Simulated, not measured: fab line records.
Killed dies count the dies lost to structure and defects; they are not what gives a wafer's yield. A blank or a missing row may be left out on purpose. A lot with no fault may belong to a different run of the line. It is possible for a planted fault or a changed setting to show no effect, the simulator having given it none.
Split-lot study + flow berkeley_cmos170 + 23 wafers read from 5 lots, route of 331 steps

## ON THE SPLIT
At UCB170_CONTACT_PEB_13, the setting peb_temp_c was moved away from the recipe's 130 C on 7 of the 23 wafers read, by -1.5% to +1.8%. This setting was run at the recipe's value on the other wafers.

## FROM THE SPLIT TO THE READING: what the file shows between them, 5 steps
- UCB170_CONTACT_DEVELOP_14: develop time 45 s
- UCB170_CONTACT_CD_MEAS_15: target cd 700 nm
- UCB170_CONTACT_ETCH_17: etches BARC in N2/H2
- UCB170_CONTACT_ETCH_18: etches PSG in CHF3/CF4/Ar, stops on TiSi2, target depth 840 nm, time 195 s
- UCB170_CONTACT_STRIP_19: strips in O2

## THE READING
At UCB170_CONTACT_CD_MEAS_90: cd_nm in nanometres, against a target cd of 700 nm. Fault-free wafers of this fab line usually give 700.2 nm, standard deviation 2 nm.

| wafer  | tool, chamber at the split | peb_temp_c as run, C | against the recipe | cd_nm, nm | against lot-mates on the recipe |
|--------|----------------------------|----------------------|--------------------|-----------|---------------------------------|
| L074.1 | litho_track-02, 0          | 130                  | recipe             | 699.4     | -                               |
| L074.2 | litho_track-02, 0          | 132.3                | +1.8%              | 713.8     | +12.9                           |
| L074.3 | litho_track-02, 0          | 132.3                | +1.8%              | 714.3     | +13.4                           |
| L074.4 | litho_track-02, 0          | 130                  | recipe             | 700.3     | -                               |
| L074.5 | litho_track-02, 0          | 130                  | recipe             | 702.9     | -                               |
| L077.1 | litho_track-03, 0          | 130                  | recipe             | 696.8     | -                               |
| L077.2 | litho_track-03, 0          | 130                  | recipe             | 697.3     | -                               |
| L077.3 | litho_track-03, 0          | 130                  | recipe             | 696.6     | -                               |
| L077.4 | litho_track-03, 0          | 130                  | recipe             | 696.5     | -                               |
| L077.5 | litho_track-03, 0          | 130                  | recipe             | 697.1     | -                               |
| L079.2 | litho_track-01, 0          | 130                  | recipe             | 700.1     | -                               |
| L079.4 | litho_track-01, 0          | 130                  | recipe             | 704.5     | -                               |
| L079.5 | litho_track-01, 0          | 130                  | recipe             | 700.4     | -                               |
| L078.2 | litho_track-02, 0          | 130                  | recipe             | 701.1     | -                               |
| L078.3 | litho_track-02, 0          | 131.5                | +1.2%              | 711.2     | +9.5                            |
| L078.4 | litho_track-02, 0          | 130                  | recipe             | 702.3     | -                               |
| L078.5 | litho_track-02, 0          | 131.5                | +1.2%              | 711.2     | +9.5                            |
| L078.6 | litho_track-02, 0          | 131.5                | +1.2%              | 711.5     | +9.8                            |
| L083.1 | litho_track-02, 0          | 130                  | recipe             | 700.9     | -                               |
| L083.2 | litho_track-02, 0          | 128.1                | -1.5%              | 688.7     | -13.1                           |
| L083.3 | litho_track-02, 0          | 130                  | recipe             | 701.6     | -                               |
| L083.4 | litho_track-02, 0          | 130                  | recipe             | 703.0     | -                               |
| L083.6 | litho_track-02, 0          | 128.1                | -1.5%              | 689.1     | -12.7                           |

FIT RESULTS
A straight line over all 23 wafers: cd_nm changes by +8.26 nm for each +1% of peb_temp_c; r = +0.95; the points scatter about the line by 2.3 nm.
The same after taking each lot's own level away (the mean of its wafers on the recipe; 23 wafers): +8.15 nm for each +1%; r = +0.99; scatter 1.1 nm.
According to that fit, moving peb_temp_c by its largest amount changes the reading by 14 nm.
The span of the lots' own levels, 696.86 to 701.83 nm, comes to 2.5 times the standard deviation stated above.
Hence the lot-to-lot level has little effect on the slope; both slopes agree.
Check: with one of the wafers moved furthest among these (+1.8%) left out of the fit, the line predicts +14.6 nm for it against its lot-mates. It came out at +12.9 nm against them.

## THESE WAFERS: OTHER SPLITS
Before the reading, these wafers also passed through other splits. Each is held against what the fit with the lots' levels taken away leaves over:
| other split on the same wafers    | wafers away from the commonest value | r with cd_nm (lot level and that fit taken away) |
|-----------------------------------|--------------------------------------|--------------------------------------------------|
| UCB170_NSD_PEB_04 peb_temp_c      | 6                                    | +0.22                                            |
| UCB170_SILICIDE_SPUTTER_01 time_s | 4                                    | +0.07                                            |

## THE WHOLE CHAIN: every reading that the file lists as answering this split, in the file's order
| step                      | what it does                                                               | reading                                                        | change (the file's fit)              | r (the file's) |
|---------------------------|----------------------------------------------------------------------------|----------------------------------------------------------------|--------------------------------------|----------------|
| UCB170_CONTACT_CD_MEAS_15 | target cd 700 nm                                                           | cd_nm                                                          | +8.02 nm for each +1% of the setting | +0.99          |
| UCB170_CONTACT_ETCH_17    | etches BARC in N2/H2                                                       | CONTACT.cd_nm (the simulator's own value, which no gauge read) | +8.15 nm for each +1% of the setting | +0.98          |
| UCB170_CONTACT_ETCH_18    | etches PSG in CHF3/CF4/Ar, stops on TiSi2, target depth 840 nm, time 195 s | CONTACT.cd_nm (the simulator's own value, which no gauge read) | +8.03 nm for each +1% of the setting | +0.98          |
| UCB170_CONTACT_CD_MEAS_90 | target cd 700 nm                                                           | cd_nm                                                          | +8.09 nm for each +1% of the setting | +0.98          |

## FILE'S OWN FIT
cd_nm changes by +8.09 nm for each +1% of peb_temp_c, r = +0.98.
